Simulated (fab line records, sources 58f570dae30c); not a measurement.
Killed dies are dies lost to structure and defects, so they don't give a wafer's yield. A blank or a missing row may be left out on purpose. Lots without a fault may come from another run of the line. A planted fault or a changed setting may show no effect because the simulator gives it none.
One fault seen from 2 desks | flow berkeley_cmos170 | each desk has only its own numbers; what lay behind them comes last

THE TOOL OWNER'S DESK: pvd_sputter-03
The tool's own readings at UCB170_M2_SPUTTER_01 (material Al, target thk 900 nm, time 120 s): means of the sampled wafers that have a number, for each lot that ran on this tool. A lot is out of limits, marked OUT, if its mean lies more than 4 standard deviations from the usual mean; the brackets give that distance.
Columns: A = cathode_dc_power_W at UCB170_M2_SPUTTER_01, usual 6000.1 W; B = throttle_valve_pct at UCB170_M2_SPUTTER_01, usual 30.0 %
lot  | first seen here | A      | B
L400 | day 9 13:34     | 5999.1 | 29.8
L405 | day 10 03:40    | 6000.8 | 29.8
L406 | day 10 21:50    | 5999.3 | 29.8
L411 | day 11 17:23    | 5999.4 | 29.9
L416 | day 13 05:14    | 5999.9 | 29.1
L419 | day 13 08:01    | 5999.9 | 28.9
This desk's finding: nothing out of limits on any of the 6 lots.

THE METROLOGY DESK
What the gauges read, lot by lot, whatever tool the lot ran on: means of the sampled wafers that have a number. A lot is out of limits, marked OUT, if its mean lies more than 4 standard deviations from the usual mean; the brackets give that distance.
Columns: A = V2_BOW at UCB170_V2_BOW_MEAS_03, usual 37 um; B = cd_nm at UCB170_V2_CD_MEAS_12, usual 700.0 nm
lot  | first seen here | A  | B
L402 | day 9 15:37     | 41 | 701.0
L400 | day 9 17:07     | 43 | 698.8
L405 | day 10 06:52    | 30 | 700.7
L403 | day 10 09:39    | 40 | 700.2
L407 | day 11 01:04    | 41 | 701.8
L406 | day 11 04:35    | 31 | 698.4
L411 | day 11 23:27    | 31 | 699.4
L412 | day 12 05:07    | 39 | 698.9
L415 | day 12 06:27    | 31 | 699.5
L416 | day 13 10:37    | 31 | 701.5
L420 | day 13 12:36    | 33 | 699.3
L418 | day 13 13:05    | 44 | 699.7
L419 | day 13 13:55    | 36 | 699.9
L421 | day 14 06:17    | 35 | 699.3
This desk's finding: nothing out of limits on any of the 14 lots.

PUT TOGETHER
The tool owner's desk saw nothing out of limits.
The metrology desk saw nothing out of limits.

WHAT THE SIMULATOR HAD PUT IN
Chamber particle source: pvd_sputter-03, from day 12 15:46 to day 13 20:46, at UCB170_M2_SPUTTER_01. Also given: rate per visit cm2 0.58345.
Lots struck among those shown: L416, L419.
